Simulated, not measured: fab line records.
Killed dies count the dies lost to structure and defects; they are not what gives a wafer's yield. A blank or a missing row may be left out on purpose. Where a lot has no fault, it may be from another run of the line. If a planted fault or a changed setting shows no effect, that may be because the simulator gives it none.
The tool behind it: which one? + flow berkeley-cmos170 + 8 lots with 24 wafers sampled at 2 steps, on a route of 331 steps

== WHAT THE GAUGES READ, wafer by wafer ==
UCB170_GATE_THK_MEAS_02.
| lot  | measured     | on            | GATE_OXIDE_THK (nm) |
|------|--------------|---------------|---------------------|
| L976 | day 7 16:13  | film-metro-04 | 6.92 6.75 6.83      |
| L979 | day 8 06:12  | film-metro-03 | 6.93 6.79 6.79      |
| L982 | day 8 11:19  | film-metro-04 | 6.70 6.78 6.80      |
| L985 | day 9 16:34  | film-metro-01 | 7.05 7.04 6.95      |
| L987 | day 9 21:55  | film-metro-04 | 6.74 6.66 6.88      |
| L990 | day 10 19:41 | film-metro-03 | 5.48 5.38 5.44      |
| L992 | day 10 19:41 | film-metro-04 | 5.64 5.69 5.59      |
| L995 | day 11 01:11 | film-metro-03 | 6.76 6.88 6.80      |

== WHAT TOOL EACH LOT RAN ON (gives the tool, then ch and the chambers of the sampled wafers, and finally the start) ==
| lot  | UCB170_GATE_OXIDATION_01      |
|------|-------------------------------|
| L976 | furnace-04 ch 0, day 7 14:43  |
| L979 | furnace-02 ch 0, day 8 04:42  |
| L982 | furnace-04 ch 0, day 8 09:49  |
| L985 | furnace-04 ch 0, day 9 15:03  |
| L987 | furnace-02 ch 0, day 9 20:25  |
| L990 | furnace-02 ch 0, day 10 18:11 |
| L992 | furnace-02 ch 0, day 10 18:11 |
| L995 | furnace-04 ch 0, day 10 23:40 |
- UCB170_GATE_OXIDATION_01: target thk 6.6 nm, ox time 1848 s.

== THE ANSWER, worked out from the rows above alone ==
Rule: the lots themselves supply what counts as usual. The widest of any qualifying gaps counts: lots, ordered by their means at a reading, are off when they make up no more than a third of the lots, leave a main group of 4 or more, and stand apart from it by 3 or more times the standard deviation of that group's means. If all means in a main group match to the digits the tables above print for the reading, that group is not used. A lot without any number at a reading at which 4 lots or more have one is off too. The other lots that the step has rows for count as sound.
Off: L990, L992, seen at UCB170_GATE_THK_MEAS_02 (GATE_OXIDE_THK). Main group: mean 6.84 nm, sd 0.085.
If a tool, at a process step before that reading, ran all the lots that are off and no sound lot after the first of them, it fits. Gauges at UCB170_GATE_THK_MEAS_02: tried the same way as those tools. One fits: UCB170_GATE_OXIDATION_01 on furnace-02. Its last sound lot is L987 (day 9 20:25), its first lot that is off L990 (day 10 18:11): a fault that began between those two fits.

== WHAT THE SIMULATOR HAD INSERTED ==
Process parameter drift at UCB170_GATE_OXIDATION_01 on furnace-02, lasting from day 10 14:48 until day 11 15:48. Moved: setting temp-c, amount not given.
Struck lots among those shown: L990, L992. The rule above found the same.
